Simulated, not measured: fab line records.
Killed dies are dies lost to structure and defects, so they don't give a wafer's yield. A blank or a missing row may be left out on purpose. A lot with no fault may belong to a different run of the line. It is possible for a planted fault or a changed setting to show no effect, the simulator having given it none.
Code-filled problem report in 8D (eight disciplines) form	flow rit_cmos	the parts of the form that need people (team, actions taken, sign-off) are left out

== 1. WHAT WENT WRONG ==
Wafers free of any fault read 3432 (standard deviation 59) for PSD_TW at RIT_PSD_TW_MEAS_10, against a mean of 30 on 6 wafers of 2 lots. That puts it -58 standard deviations away from the usual mean.
The first sign was on wafer L211.2 at day 5 11:04, on film_metro-03. The record has a number at this step for 39 wafers belonging to 13 lots. By rule, "out" or "out of limits" means more than 4 standard deviations away from the usual mean. The rest of the wafers with a number are treated as sound.

== 2. WHAT IT IS; WHAT IT IS NOT ==
question	is	is not
which readings at this step	PSD_TW	-
which lots	L211, L212	L200, L201, L202, L203, L204, L207, L208, L215, L216, L221, L223
which wafers of those lots	all that have a number	-
read on which gauges	film_metro-01, film_metro-03	film_metro-02
when	from day 5 11:04	up to then (21 sound wafers); but 12 sound wafers of L215, L216, L221, L223 came after

== 3. THE SUSPECTS, EACH WITH WHAT RULES IT OUT ==
Counting: any tool at a process step up to the reading is kept as a suspect provided that every lot that is out went through it and no sound lot did after the first of them.
- the gauge at RIT_PSD_TW_MEAS_10: ruled out. Those wafers that are out were read across 2 gauges (film_metro-01, film_metro-03).
- litho_track-01 at RIT_PSD_DEVELOP_05 (develop time 50 s): ruled out as a lasting fault. Following L211 (day 5 10:00), the first lot on it that is out, the sound lots L223 were run on it.
Left after counting: nothing in the record.

== 4. THE CAUSE (what the simulator had put in) ==
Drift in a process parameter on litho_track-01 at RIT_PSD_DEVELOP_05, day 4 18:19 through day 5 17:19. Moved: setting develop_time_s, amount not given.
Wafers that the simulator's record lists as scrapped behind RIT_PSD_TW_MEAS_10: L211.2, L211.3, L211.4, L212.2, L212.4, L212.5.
The count ruled it out by mistake, since the rule takes a fault to strike every lot its tool runs from the start of the fault on, and this one did not do so.

== 5. THE EFFECT CHAIN, in route order ==
Each row: a reading where the mean over the struck wafers with a number is more than 3 standard deviations away from the usual. Only readings for which the record gives a usual standard deviation are gone through. hours: the time from each lot's start at the first step in this table that gives one to its start at this step, as a median over the lots. sigmas: the change in usual standard deviations.
hours	step	reading	usual	on struck wafers	change	sigmas
0	RIT_PSD_TW_MEAS_10	PSD_TW	3432	30	-3402	-58

== 6. WHAT WOULD HAVE CAUGHT IT SOONER ==
The first out-of-limits reading at a measuring or inspecting step in this record came at day 5 11:04, 17 hours after the fault's start at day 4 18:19.
